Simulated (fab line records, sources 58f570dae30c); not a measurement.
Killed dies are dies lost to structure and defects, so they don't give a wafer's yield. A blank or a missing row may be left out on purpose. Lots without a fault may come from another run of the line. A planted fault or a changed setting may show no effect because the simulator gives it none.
Problem report in the 8D (eight disciplines) form, filled by code | flow berkeley_cmos170 | the parts of the form that need people (team, actions taken, sign-off) are left out

1. THE PROBLEM
PFIELD_TW at UCB170_PFIELD_TW_MEAS_09 reads a mean of 520 on 6 wafers of 2 lots; wafers without a fault read 601 with a standard deviation of 4.1. That is -20 standard deviations from the usual mean.
First seen on wafer L210.2, day 8 02:19, on film_metro-02. The record holds 42 wafers of 14 lots with a number at this step. Rule for "out", or "out of limits": more than 4 standard deviations from the usual mean. The other wafers with a number count as sound.

2. WHAT IT IS AND WHAT IT IS NOT
question                    | is                     | is not
which readings at this step | PFIELD_TW              | -
which lots                  | L210, L211             | L197, L199, L200, L201, L202, L203, L204, L205, L208, L215, L216, L218
which wafers of those lots  | all that have a number | -
read on which gauges        | film_metro-02          | film_metro-01, film_metro-03
when                        | from day 8 02:19       | up to then (27 sound wafers); but 9 sound wafers of L215, L216, L218 came after

3. SUSPECTS, AND WHAT RULES EACH OUT
Counting: a tool at a process step up to the reading stays a suspect if it ran every lot that is out and no sound lot after the first of them.
- the gauge at UCB170_PFIELD_TW_MEAS_09: ruled out. All the wafers that are out were read on film_metro-02, but those of them that UCB170_PFIELD_IMPLANT_07 has rows for are out there too, on other tools.
- implanter-04 at UCB170_PFIELD_IMPLANT_07: kept. It ran every lot that is out, first L210 (day 8 02:04), and no sound lot after that; its last sound lot up to then is L208 (day 7 20:41). Its own readings are out on those wafers: dose_ions_cm2, faraday_current_uA.
Left after counting: implanter-04 at UCB170_PFIELD_IMPLANT_07.

4. THE CAUSE (what the simulator had put in)
Process parameter drift: implanter-04, from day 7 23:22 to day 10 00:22, at UCB170_PFIELD_IMPLANT_07. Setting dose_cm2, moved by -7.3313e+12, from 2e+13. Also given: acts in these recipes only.
Counting left only this tool.

5. THE CHAIN OF EFFECTS, in route order
Each row: a reading whose mean over the struck wafers that have a number lies more than 3 standard deviations from the usual. Only readings for which the record gives a usual standard deviation are gone through. hours: the time from each lot's start at the first step in this table that gives one to its start at this step, as a median over the lots. sigmas: the change in usual standard deviations.
hours | step                     | reading            | usual      | on struck wafers | change      | sigmas
0     | UCB170_PFIELD_IMPLANT_07 | dose_ions_cm2      | 2.0004e+13 | 1.2675e+13       | -7.3290e+12 | -99 or more
0     | UCB170_PFIELD_IMPLANT_07 | faraday_current_uA | 63.4       | 40.0             | -23.4       | -18
0     | UCB170_PFIELD_TW_MEAS_09 | PFIELD_TW          | 601        | 520              | -81         | -20
The process steps in it:
- UCB170_PFIELD_IMPLANT_07
Later measuring or inspecting steps at which every struck wafer that the step has a row for has a number for every such reading, and none has moved that far: UCB170_SDANNEAL_RS_MEAS_04.

6. WHAT WOULD HAVE CAUGHT IT SOONER
In this record the first reading out of limits at a measuring or inspecting step was taken at day 8 02:19, 3 hours after the fault began at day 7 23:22.
The tool's own readings at UCB170_PFIELD_IMPLANT_07 were out on every struck wafer that the step has a row for (dose_ions_cm2, faraday_current_uA): an alarm limit on them would have fired on the first of those.
Of the lots that are out (2), L211 began UCB170_PFIELD_IMPLANT_07 on implanter-04 after day 8 02:19. A hold on the tool at that time would have spared it.
